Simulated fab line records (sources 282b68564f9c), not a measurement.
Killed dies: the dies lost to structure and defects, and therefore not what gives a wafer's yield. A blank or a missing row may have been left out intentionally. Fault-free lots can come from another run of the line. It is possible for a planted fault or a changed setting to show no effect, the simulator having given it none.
fab line records || flow ritCmos
record {"lots": 14, "wafers": 42, "lastDay": 8}
route steps=202 shown PLDD@122
lots with no fault: from the same line, run without faults
startH: start of the lot's first displayed wafer, in hours after the record's first day || waitH: time in hours since the lot's previous step || " the same as in the row above || L1.1+2: a row that stands for several wafers || - value missing, or start not given || * or withheld: withheld || < > ~ a bound
route shown NAME@n: names a module that has steps shown in the file, with the first one's number in the route || usual: mean and standard deviation over wafers with no fault || same: alike in all rows || chamber/n: place in a boat || sites: each site's reading || _std_site: the standard deviation of these || _edge_site: the outer-site mean with the inner-site mean subtracted || radiusMm: how far each site lies from the wafer's centre || mask NAME#n: copy n || behind: the most recent tool/chamber to have shaped the wafer || hold: why the lot was held/for how many hours/how that ended || device: which transistor (n, p or np) failed to switch || end of line: tests run on the same wafers once the route is complete || a step with no rows: only its recipe || killed: dies that structure and defects cost at the first sort, which is not the same as the wafer's yield || map: the dies of a wafer, with x for killed, . for not killed, _ for no die there
set.NAME: the setting that was run; set.NAME@STEP: the one run at that earlier step || model.NAME: the simulator's own value behind a step, which no gauge read
route steps across a sampled set of lots; one table per step, one row per wafer
services: a tool's chamber out of use, with start hour (startH, from the record's first day; less than 0 if before it), hours out, and reason
## steps
# step RIT_PLDD_IMPLANT_08
# recipe {"species": "BF2", "energyKev": 20, "doseCm2": 9e+14, "tiltDeg": 7}
# usual {"beamEnergyKeV": "20.000/0.0061", "beamOnS": "10.02/0.17", "implantIonAmu": "49/0", "tiltDeg": "7.004/0.02"}
{"lot.wafer": "L879.2", "tool": "implanter-04", "chamber": 0, "startH": 62.11, "waitH": 0.1, "beamEnergyKeV": 19.995, "beamOnS": 9.99, "implantIonAmu": 49, "tiltDeg": 7.001}
{"lot.wafer": "L879.5", "tool": "implanter-04", "chamber": 0, "startH": 62.11, "waitH": 0.1, "beamEnergyKeV": 19.999, "beamOnS": 10.00, "implantIonAmu": 49, "tiltDeg": 7.020}
{"lot.wafer": "L879.6", "tool": "implanter-04", "chamber": 0, "startH": 62.11, "waitH": 0.1, "beamEnergyKeV": 19.997, "beamOnS": 10.27, "implantIonAmu": 49, "tiltDeg": 7.030}
{"lot.wafer": "L880.1", "tool": "implanter-02", "chamber": 0, "startH": 75.50, "waitH": 0.1, "beamEnergyKeV": 20.006, "beamOnS": 9.86, "implantIonAmu": 49, "tiltDeg": 7.013}
{"lot.wafer": "L880.2", "tool": "implanter-02", "chamber": 0, "startH": 75.50, "waitH": 0.1, "beamEnergyKeV": 20.004, "beamOnS": 9.85, "implantIonAmu": 49, "tiltDeg": 7.016}
{"lot.wafer": "L880.6", "tool": "implanter-02", "chamber": 0, "startH": 75.50, "waitH": 0.1, "beamEnergyKeV": 20.003, "beamOnS": 10.10, "implantIonAmu": 49, "tiltDeg": 7.046}
{"lot.wafer": "L882.2", "tool": "implanter-03", "chamber": 0, "startH": 75.77, "waitH": 0.1, "beamEnergyKeV": 19.992, "beamOnS": 9.97, "implantIonAmu": 49, "tiltDeg": 6.967}
{"lot.wafer": "L882.4", "tool": "implanter-03", "chamber": 0, "startH": 75.77, "waitH": 0.1, "beamEnergyKeV": 19.993, "beamOnS": 9.58, "implantIonAmu": 49, "tiltDeg": 6.991}
{"lot.wafer": "L882.5", "tool": "implanter-03", "chamber": 0, "startH": 75.77, "waitH": 0.1, "beamEnergyKeV": 19.995, "beamOnS": 9.81, "implantIonAmu": 49, "tiltDeg": 6.970}
{"lot.wafer": "L883.3", "tool": "implanter-04", "chamber": 0, "startH": 80.23, "waitH": 0.1, "beamEnergyKeV": 19.994, "beamOnS": 9.95, "implantIonAmu": 49, "tiltDeg": 6.999}
{"lot.wafer": "L883.4", "tool": "implanter-04", "chamber": 0, "startH": 80.23, "waitH": 0.1, "beamEnergyKeV": 19.996, "beamOnS": 10.15, "implantIonAmu": 49, "tiltDeg": 6.981}
{"lot.wafer": "L883.5", "tool": "implanter-04", "chamber": 0, "startH": 80.23, "waitH": 0.1, "beamEnergyKeV": 20.000, "beamOnS": 10.11, "implantIonAmu": 49, "tiltDeg": 7.000}
{"lot.wafer": "L885.1", "tool": "implanter-02", "chamber": 0, "startH": 89.35, "waitH": 0.1, "beamEnergyKeV": 19.997, "beamOnS": 10.17, "implantIonAmu": 49, "tiltDeg": 6.996}
{"lot.wafer": "L885.5", "tool": "implanter-02", "chamber": 0, "startH": 89.35, "waitH": 0.1, "beamEnergyKeV": 19.996, "beamOnS": 10.02, "implantIonAmu": 49, "tiltDeg": 7.000}
{"lot.wafer": "L885.6", "tool": "implanter-02", "chamber": 0, "startH": 89.35, "waitH": 0.1, "beamEnergyKeV": 20.007, "beamOnS": 9.99, "implantIonAmu": 49, "tiltDeg": 6.994}
{"lot.wafer": "L887.2", "tool": "implanter-02", "chamber": 0, "startH": 100.03, "waitH": 0.1, "beamEnergyKeV": 19.999, "beamOnS": 10.24, "implantIonAmu": 49, "tiltDeg": 7.023}
{"lot.wafer": "L887.5", "tool": "implanter-02", "chamber": 0, "startH": 100.03, "waitH": 0.1, "beamEnergyKeV": 19.999, "beamOnS": 10.03, "implantIonAmu": 49, "tiltDeg": 7.009}
{"lot.wafer": "L887.6", "tool": "implanter-02", "chamber": 0, "startH": 100.03, "waitH": 0.1, "beamEnergyKeV": 19.998, "beamOnS": 10.29, "implantIonAmu": 49, "tiltDeg": 7.030}
{"lot.wafer": "L891.1", "tool": "implanter-02", "chamber": "-", "startH": 122.14, "waitH": 0.1, "beamEnergyKeV": "-", "beamOnS": "-", "implantIonAmu": "-", "tiltDeg": "-"}
{"lot.wafer": "L891.2", "tool": "implanter-02", "chamber": "-", "startH": 122.14, "waitH": 0.1, "beamEnergyKeV": "-", "beamOnS": "-", "implantIonAmu": "-", "tiltDeg": "-"}
{"lot.wafer": "L891.3", "tool": "implanter-02", "chamber": "-", "startH": 122.14, "waitH": 0.1, "beamEnergyKeV": "-", "beamOnS": "-", "implantIonAmu": "-", "tiltDeg": "-"}
{"lot.wafer": "L892.2", "tool": "implanter-04", "chamber": "-", "startH": 126.42, "waitH": 0.1, "beamEnergyKeV": "-", "beamOnS": "-", "implantIonAmu": "-", "tiltDeg": "-"}
{"lot.wafer": "L892.3", "tool": "implanter-04", "chamber": "-", "startH": 126.42, "waitH": 0.1, "beamEnergyKeV": "-", "beamOnS": "-", "implantIonAmu": "-", "tiltDeg": "-"}
{"lot.wafer": "L892.5", "tool": "implanter-04", "chamber": "-", "startH": 126.42, "waitH": 0.1, "beamEnergyKeV": "-", "beamOnS": "-", "implantIonAmu": "-", "tiltDeg": "-"}
{"lot.wafer": "L894.1", "tool": "implanter-03", "chamber": 0, "startH": 142.82, "waitH": 0.1, "beamEnergyKeV": 20.004, "beamOnS": 9.91, "implantIonAmu": 49, "tiltDeg": 6.960}
{"lot.wafer": "L894.4", "tool": "implanter-03", "chamber": 0, "startH": 142.82, "waitH": 0.1, "beamEnergyKeV": 20.009, "beamOnS": 9.62, "implantIonAmu": 49, "tiltDeg": 6.991}
{"lot.wafer": "L894.6", "tool": "implanter-03", "chamber": 0, "startH": 142.82, "waitH": 0.1, "beamEnergyKeV": 20.006, "beamOnS": 9.80, "implantIonAmu": 49, "tiltDeg": 6.973}
{"lot.wafer": "L895.1", "tool": "implanter-02", "chamber": 0, "startH": 149.42, "waitH": 0.1, "beamEnergyKeV": 19.991, "beamOnS": 9.80, "implantIonAmu": 49, "tiltDeg": 6.991}
{"lot.wafer": "L895.5", "tool": "implanter-02", "chamber": 0, "startH": 149.42, "waitH": 0.1, "beamEnergyKeV": 20.001, "beamOnS": 10.07, "implantIonAmu": 49, "tiltDeg": 7.017}
{"lot.wafer": "L895.6", "tool": "implanter-02", "chamber": 0, "startH": 149.42, "waitH": 0.1, "beamEnergyKeV": 19.993, "beamOnS": 9.88, "implantIonAmu": 49, "tiltDeg": 7.018}
{"lot.wafer": "L896.1", "tool": "implanter-04", "chamber": 0, "startH": 153.41, "waitH": 0.1, "beamEnergyKeV": 20.002, "beamOnS": 9.65, "implantIonAmu": 49, "tiltDeg": 7.022}
{"lot.wafer": "L896.3", "tool": "implanter-04", "chamber": 0, "startH": 153.41, "waitH": 0.1, "beamEnergyKeV": 20.003, "beamOnS": 9.89, "implantIonAmu": 49, "tiltDeg": 7.001}
{"lot.wafer": "L896.4", "tool": "implanter-04", "chamber": 0, "startH": 153.41, "waitH": 0.1, "beamEnergyKeV": 20.007, "beamOnS": 10.19, "implantIonAmu": 49, "tiltDeg": 7.023}
{"lot.wafer": "L897.1", "tool": "implanter-03", "chamber": 0, "startH": 160.32, "waitH": 0.1, "beamEnergyKeV": 19.990, "beamOnS": 9.94, "implantIonAmu": 49, "tiltDeg": 7.002}
{"lot.wafer": "L897.5", "tool": "implanter-03", "chamber": 0, "startH": 160.32, "waitH": 0.1, "beamEnergyKeV": 20.003, "beamOnS": 10.05, "implantIonAmu": 49, "tiltDeg": 7.003}
{"lot.wafer": "L897.6", "tool": "implanter-03", "chamber": 0, "startH": 160.32, "waitH": 0.1, "beamEnergyKeV": 19.995, "beamOnS": 9.92, "implantIonAmu": 49, "tiltDeg": 7.008}
{"lot.wafer": "L898.4", "tool": "implanter-04", "chamber": 0, "startH": 168.33, "waitH": 0.1, "beamEnergyKeV": 19.993, "beamOnS": 10.05, "implantIonAmu": 49, "tiltDeg": 6.997}
{"lot.wafer": "L898.5", "tool": "implanter-04", "chamber": 0, "startH": 168.33, "waitH": 0.1, "beamEnergyKeV": 19.996, "beamOnS": 10.04, "implantIonAmu": 49, "tiltDeg": 7.016}
{"lot.wafer": "L898.6", "tool": "implanter-04", "chamber": 0, "startH": 168.33, "waitH": 0.1, "beamEnergyKeV": 19.999, "beamOnS": 10.08, "implantIonAmu": 49, "tiltDeg": 7.033}
{"lot.wafer": "L899.1", "tool": "implanter-04", "chamber": 0, "startH": 171.17, "waitH": 0.1, "beamEnergyKeV": 19.997, "beamOnS": 9.98, "implantIonAmu": 49, "tiltDeg": 6.959}
{"lot.wafer": "L899.4", "tool": "implanter-04", "chamber": 0, "startH": 171.17, "waitH": 0.1, "beamEnergyKeV": 20.005, "beamOnS": 10.21, "implantIonAmu": 49, "tiltDeg": 6.948}
{"lot.wafer": "L899.6", "tool": "implanter-04", "chamber": 0, "startH": 171.17, "waitH": 0.1, "beamEnergyKeV": 19.997, "beamOnS": 9.83, "implantIonAmu": 49, "tiltDeg": 6.948}
# step RIT_PLDD_TW_MEAS_10
# usual {"PLDD_TW": "2349/23"}
{"lot.wafer": "L879.2", "tool": "filmMetro-03", "chamber": "-", "startH": 62.42, "waitH": 0.1, "PLDD_TW": 2380}
{"lot.wafer": "L879.5", "tool": "filmMetro-03", "chamber": "-", "startH": 62.42, "waitH": 0.1, "PLDD_TW": 2380}
{"lot.wafer": "L879.6", "tool": "filmMetro-03", "chamber": "-", "startH": 62.42, "waitH": 0.1, "PLDD_TW": 2364}
{"lot.wafer": "L880.1", "tool": "filmMetro-04", "chamber": "-", "startH": 75.82, "waitH": 0.1, "PLDD_TW": 2328}
{"lot.wafer": "L880.2", "tool": "filmMetro-04", "chamber": "-", "startH": 75.82, "waitH": 0.1, "PLDD_TW": 2330}
{"lot.wafer": "L880.6", "tool": "filmMetro-04", "chamber": "-", "startH": 75.82, "waitH": 0.1, "PLDD_TW": 2321}
{"lot.wafer": "L882.2", "tool": "filmMetro-01", "chamber": "-", "startH": 76.08, "waitH": 0.1, "PLDD_TW": 2333}
{"lot.wafer": "L882.4", "tool": "filmMetro-01", "chamber": "-", "startH": 76.08, "waitH": 0.1, "PLDD_TW": 2341}
{"lot.wafer": "L882.5", "tool": "filmMetro-01", "chamber": "-", "startH": 76.08, "waitH": 0.1, "PLDD_TW": 2357}
{"lot.wafer": "L883.3", "tool": "filmMetro-01", "chamber": "-", "startH": 80.52, "waitH": 0.1, "PLDD_TW": 2340}
{"lot.wafer": "L883.4", "tool": "filmMetro-01", "chamber": "-", "startH": 80.52, "waitH": 0.1, "PLDD_TW": 2331}
{"lot.wafer": "L883.5", "tool": "filmMetro-01", "chamber": "-", "startH": 80.52, "waitH": 0.1, "PLDD_TW": 2355}
{"lot.wafer": "L885.1", "tool": "filmMetro-03", "chamber": "-", "startH": 89.67, "waitH": 0.1, "PLDD_TW": 2366}
{"lot.wafer": "L885.5", "tool": "filmMetro-03", "chamber": "-", "startH": 89.67, "waitH": 0.1, "PLDD_TW": 2366}
{"lot.wafer": "L885.6", "tool": "filmMetro-03", "chamber": "-", "startH": 89.67, "waitH": 0.1, "PLDD_TW": 2367}
{"lot.wafer": "L887.2", "tool": "filmMetro-01", "chamber": "-", "startH": 100.34, "waitH": 0.1, "PLDD_TW": 2349}
{"lot.wafer": "L887.5", "tool": "filmMetro-01", "chamber": "-", "startH": 100.34, "waitH": 0.1, "PLDD_TW": 2334}
{"lot.wafer": "L887.6", "tool": "filmMetro-01", "chamber": "-", "startH": 100.34, "waitH": 0.1, "PLDD_TW": 2356}
{"lot.wafer": "L891.1", "tool": "filmMetro-03", "chamber": "-", "startH": 122.47, "waitH": 0.1, "PLDD_TW": 30}
{"lot.wafer": "L891.2", "tool": "filmMetro-03", "chamber": "-", "startH": 122.47, "waitH": 0.1, "PLDD_TW": 30}
{"lot.wafer": "L891.3", "tool": "filmMetro-03", "chamber": "-", "startH": 122.47, "waitH": 0.1, "PLDD_TW": 30}
{"lot.wafer": "L892.2", "tool": "filmMetro-04", "chamber": "-", "startH": 126.73, "waitH": 0.1, "PLDD_TW": 30}
{"lot.wafer": "L892.3", "tool": "filmMetro-04", "chamber": "-", "startH": 126.73, "waitH": 0.1, "PLDD_TW": 30}
{"lot.wafer": "L892.5", "tool": "filmMetro-04", "chamber": "-", "startH": 126.73, "waitH": 0.1, "PLDD_TW": 30}
{"lot.wafer": "L894.1", "tool": "filmMetro-01", "chamber": "-", "startH": 143.15, "waitH": 0.1, "PLDD_TW": 2335}
{"lot.wafer": "L894.4", "tool": "filmMetro-01", "chamber": "-", "startH": 143.15, "waitH": 0.1, "PLDD_TW": 2342}
{"lot.wafer": "L894.6", "tool": "filmMetro-01", "chamber": "-", "startH": 143.15, "waitH": 0.1, "PLDD_TW": 2330}
{"lot.wafer": "L895.1", "tool": "filmMetro-03", "chamber": "-", "startH": 149.75, "waitH": 0.1, "PLDD_TW": 2378}
{"lot.wafer": "L895.5", "tool": "filmMetro-03", "chamber": "-", "startH": 149.75, "waitH": 0.1, "PLDD_TW": 2361}
{"lot.wafer": "L895.6", "tool": "filmMetro-03", "chamber": "-", "startH": 149.75, "waitH": 0.1, "PLDD_TW": 2375}
{"lot.wafer": "L896.1", "tool": "filmMetro-01", "chamber": "-", "startH": 153.74, "waitH": 0.1, "PLDD_TW": 2335}
{"lot.wafer": "L896.3", "tool": "filmMetro-01", "chamber": "-", "startH": 153.74, "waitH": 0.1, "PLDD_TW": 2347}
{"lot.wafer": "L896.4", "tool": "filmMetro-01", "chamber": "-", "startH": 153.74, "waitH": 0.1, "PLDD_TW": 2348}
{"lot.wafer": "L897.1", "tool": "filmMetro-03", "chamber": "-", "startH": 160.64, "waitH": 0.1, "PLDD_TW": 2371}
{"lot.wafer": "L897.5", "tool": "filmMetro-03", "chamber": "-", "startH": 160.64, "waitH": 0.1, "PLDD_TW": 2378}
{"lot.wafer": "L897.6", "tool": "filmMetro-03", "chamber": "-", "startH": 160.64, "waitH": 0.1, "PLDD_TW": 2364}
{"lot.wafer": "L898.4", "tool": "filmMetro-01", "chamber": "-", "startH": 168.61, "waitH": 0.1, "PLDD_TW": 2339}
{"lot.wafer": "L898.5", "tool": "filmMetro-01", "chamber": "-", "startH": 168.61, "waitH": 0.1, "PLDD_TW": 2329}
{"lot.wafer": "L898.6", "tool": "filmMetro-01", "chamber": "-", "startH": 168.61, "waitH": 0.1, "PLDD_TW": 2340}
{"lot.wafer": "L899.1", "tool": "filmMetro-03", "chamber": "-", "startH": 171.49, "waitH": 0.1, "PLDD_TW": 2368}
{"lot.wafer": "L899.4", "tool": "filmMetro-03", "chamber": "-", "startH": 171.49, "waitH": 0.1, "PLDD_TW": 2364}
{"lot.wafer": "L899.6", "tool": "filmMetro-03", "chamber": "-", "startH": 171.49, "waitH": 0.1, "PLDD_TW": 2367}
# step RIT_SDANNEAL_RS_MEAS_06
# recipe {"thkMeasGauge": "four-point-probe"}
# usual {"PLDD_RS": "178.8/0.46"}
{"lot.wafer": "L879.2", "tool": "filmMetro-03", "chamber": "-", "startH": 69.31, "waitH": 0.1, "PLDD_RS[ohm/sq]": 179.3}
{"lot.wafer": "L879.5", "tool": "filmMetro-03", "chamber": "-", "startH": 69.31, "waitH": 0.1, "PLDD_RS[ohm/sq]": 179.6}
{"lot.wafer": "L879.6", "tool": "filmMetro-03", "chamber": "-", "startH": 69.31, "waitH": 0.1, "PLDD_RS[ohm/sq]": 179.5}
{"lot.wafer": "L882.2", "tool": "filmMetro-04", "chamber": "-", "startH": 83.01, "waitH": 0.1, "PLDD_RS[ohm/sq]": 179.2}
{"lot.wafer": "L882.4", "tool": "filmMetro-04", "chamber": "-", "startH": 83.01, "waitH": 0.1, "PLDD_RS[ohm/sq]": 178.2}
{"lot.wafer": "L882.5", "tool": "filmMetro-04", "chamber": "-", "startH": 83.01, "waitH": 0.1, "PLDD_RS[ohm/sq]": 178.3}
{"lot.wafer": "L880.1", "tool": "filmMetro-03", "chamber": "-", "startH": 83.12, "waitH": 0.1, "PLDD_RS[ohm/sq]": 178.7}
{"lot.wafer": "L880.2", "tool": "filmMetro-03", "chamber": "-", "startH": 83.12, "waitH": 0.1, "PLDD_RS[ohm/sq]": 178.2}
{"lot.wafer": "L880.6", "tool": "filmMetro-03", "chamber": "-", "startH": 83.12, "waitH": 0.1, "PLDD_RS[ohm/sq]": 179.0}
{"lot.wafer": "L883.3", "tool": "filmMetro-01", "chamber": "-", "startH": 87.76, "waitH": 0.1, "PLDD_RS[ohm/sq]": 179.2}
{"lot.wafer": "L883.4", "tool": "filmMetro-01", "chamber": "-", "startH": 87.76, "waitH": 0.1, "PLDD_RS[ohm/sq]": 178.3}
{"lot.wafer": "L883.5", "tool": "filmMetro-01", "chamber": "-", "startH": 87.76, "waitH": 0.1, "PLDD_RS[ohm/sq]": 178.7}
{"lot.wafer": "L885.1", "tool": "filmMetro-03", "chamber": "-", "startH": 96.34, "waitH": 0.1, "PLDD_RS[ohm/sq]": 178.7}
{"lot.wafer": "L885.5", "tool": "filmMetro-03", "chamber": "-", "startH": 96.34, "waitH": 0.1, "PLDD_RS[ohm/sq]": 179.2}
{"lot.wafer": "L885.6", "tool": "filmMetro-03", "chamber": "-", "startH": 96.34, "waitH": 0.1, "PLDD_RS[ohm/sq]": 178.8}
{"lot.wafer": "L887.2", "tool": "filmMetro-03", "chamber": "-", "startH": 106.92, "waitH": 0.1, "PLDD_RS[ohm/sq]": 179.0}
{"lot.wafer": "L887.5", "tool": "filmMetro-03", "chamber": "-", "startH": 106.92, "waitH": 0.1, "PLDD_RS[ohm/sq]": 179.4}
{"lot.wafer": "L887.6", "tool": "filmMetro-03", "chamber": "-", "startH": 106.92, "waitH": 0.1, "PLDD_RS[ohm/sq]": 179.4}
{"lot.wafer": "L891.1", "tool": "filmMetro-01", "chamber": "-", "startH": 128.65, "waitH": 0.1, "PLDD_RS[ohm/sq]": 132.8}
{"lot.wafer": "L891.2", "tool": "filmMetro-01", "chamber": "-", "startH": 128.65, "waitH": 0.1, "PLDD_RS[ohm/sq]": 133.0}
{"lot.wafer": "L891.3", "tool": "filmMetro-01", "chamber": "-", "startH": 128.65, "waitH": 0.1, "PLDD_RS[ohm/sq]": 133.3}
{"lot.wafer": "L892.2", "tool": "filmMetro-01", "chamber": "-", "startH": 133.00, "waitH": 0.1, "PLDD_RS[ohm/sq]": 133.0}
{"lot.wafer": "L892.3", "tool": "filmMetro-01", "chamber": "-", "startH": 133.00, "waitH": 0.1, "PLDD_RS[ohm/sq]": 132.7}
{"lot.wafer": "L892.5", "tool": "filmMetro-01", "chamber": "-", "startH": 133.00, "waitH": 0.1, "PLDD_RS[ohm/sq]": 133.1}
{"lot.wafer": "L894.1", "tool": "filmMetro-04", "chamber": "-", "startH": 149.21, "waitH": 0.1, "PLDD_RS[ohm/sq]": 178.6}
{"lot.wafer": "L894.4", "tool": "filmMetro-04", "chamber": "-", "startH": 149.21, "waitH": 0.1, "PLDD_RS[ohm/sq]": 178.0}
{"lot.wafer": "L894.6", "tool": "filmMetro-04", "chamber": "-", "startH": 149.21, "waitH": 0.1, "PLDD_RS[ohm/sq]": 178.2}
{"lot.wafer": "L895.1", "tool": "filmMetro-01", "chamber": "-", "startH": 156.34, "waitH": 0.1, "PLDD_RS[ohm/sq]": 179.2}
{"lot.wafer": "L895.5", "tool": "filmMetro-01", "chamber": "-", "startH": 156.34, "waitH": 0.1, "PLDD_RS[ohm/sq]": 178.6}
{"lot.wafer": "L895.6", "tool": "filmMetro-01", "chamber": "-", "startH": 156.34, "waitH": 0.1, "PLDD_RS[ohm/sq]": 178.7}
{"lot.wafer": "L896.1", "tool": "filmMetro-04", "chamber": "-", "startH": 159.85, "waitH": 0.1, "PLDD_RS[ohm/sq]": 178.9}
{"lot.wafer": "L896.3", "tool": "filmMetro-04", "chamber": "-", "startH": 159.85, "waitH": 0.1, "PLDD_RS[ohm/sq]": 178.6}
{"lot.wafer": "L896.4", "tool": "filmMetro-04", "chamber": "-", "startH": 159.85, "waitH": 0.1, "PLDD_RS[ohm/sq]": 179.1}
{"lot.wafer": "L897.1", "tool": "filmMetro-01", "chamber": "-", "startH": 166.78, "waitH": 0.1, "PLDD_RS[ohm/sq]": 178.6}
{"lot.wafer": "L897.5", "tool": "filmMetro-01", "chamber": "-", "startH": 166.78, "waitH": 0.1, "PLDD_RS[ohm/sq]": 178.8}
{"lot.wafer": "L897.6", "tool": "filmMetro-01", "chamber": "-", "startH": 166.78, "waitH": 0.1, "PLDD_RS[ohm/sq]": 178.7}
{"lot.wafer": "L898.4", "tool": "filmMetro-04", "chamber": "-", "startH": 175.92, "waitH": 0.1, "PLDD_RS[ohm/sq]": 178.4}
{"lot.wafer": "L898.5", "tool": "filmMetro-04", "chamber": "-", "startH": 175.92, "waitH": 0.1, "PLDD_RS[ohm/sq]": 179.0}
{"lot.wafer": "L898.6", "tool": "filmMetro-04", "chamber": "-", "startH": 175.92, "waitH": 0.1, "PLDD_RS[ohm/sq]": 179.1}
{"lot.wafer": "L899.1", "tool": "filmMetro-04", "chamber": "-", "startH": 177.78, "waitH": 0.1, "PLDD_RS[ohm/sq]": 178.4}
{"lot.wafer": "L899.4", "tool": "filmMetro-04", "chamber": "-", "startH": 177.78, "waitH": 0.1, "PLDD_RS[ohm/sq]": 178.9}
{"lot.wafer": "L899.6", "tool": "filmMetro-04", "chamber": "-", "startH": 177.78, "waitH": 0.1, "PLDD_RS[ohm/sq]": 178.2}
## services
{"tool": "implanter-02", "chamber": "-", "startH": 104.09, "hours": 5.3, "kind": "repair"}
{"tool": "implanter-03", "chamber": "-", "startH": 129.22, "hours": 0.7, "kind": "repair"}
{"tool": "implanter-04", "chamber": "-", "startH": 136.36, "hours": 3.6, "kind": "repair"}
{"tool": "implanter-02", "chamber": "-", "startH": 153.01, "hours": 0.5, "kind": "repair"}
{"tool": "implanter-02", "chamber": "-", "startH": 170.57, "hours": 4.2, "kind": "repair"}
## key
firstSign {"step": "RIT_PLDD_IMPLANT_08", "reading": "toolRecord", "direction": "missing"}
effect {"step": "RIT_PLDD_TW_MEAS_10", "reading": "PLDD_TW", "direction": "down", "sigmas": "99+", "usual": 2349, "struck": 30}
effect {"step": "RIT_SDANNEAL_RS_MEAS_06", "reading": "PLDD_RS", "direction": "down", "sigmas": "99+", "usual": 178.8, "struck": 133.0}
metAt RIT_PLDD_IMPLANT_08
struckLots L891,L892
laterRowsLeftOut L891.1,L891.2,L891.3,L892.2,L892.3,L892.5
sortLeftOut L891.1,L891.2,L891.3,L892.2,L892.3,L892.5
testerLeftOut L891,L892
onsetBetween 100.03 122.14
fault {"kind": "skippedStepWhole", "tool": "implanter-02,implanter-04", "chamber": "-", "onsetH": 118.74, "steps": "RIT_PLDD_IMPLANT_08", "scope": "struckLotsOnly"}
# testerLeftOut: of these lots the tester's yield and bins aren't shown, on N5 and GAA mostly nor the transistor test; their killed dies are dies lost to structure and defects alone, not to doping, threshold or leakage, so they don't give the yield
# sortLeftOut: the simulated sort isn't trusted on such a fault, so these wafers' sort isn't shown, and their yield isn't known
# laterRowsLeftOut: the simulator's readings of these wafers behind a module that went badly wrong aren't trusted and aren't shown, but for the sort
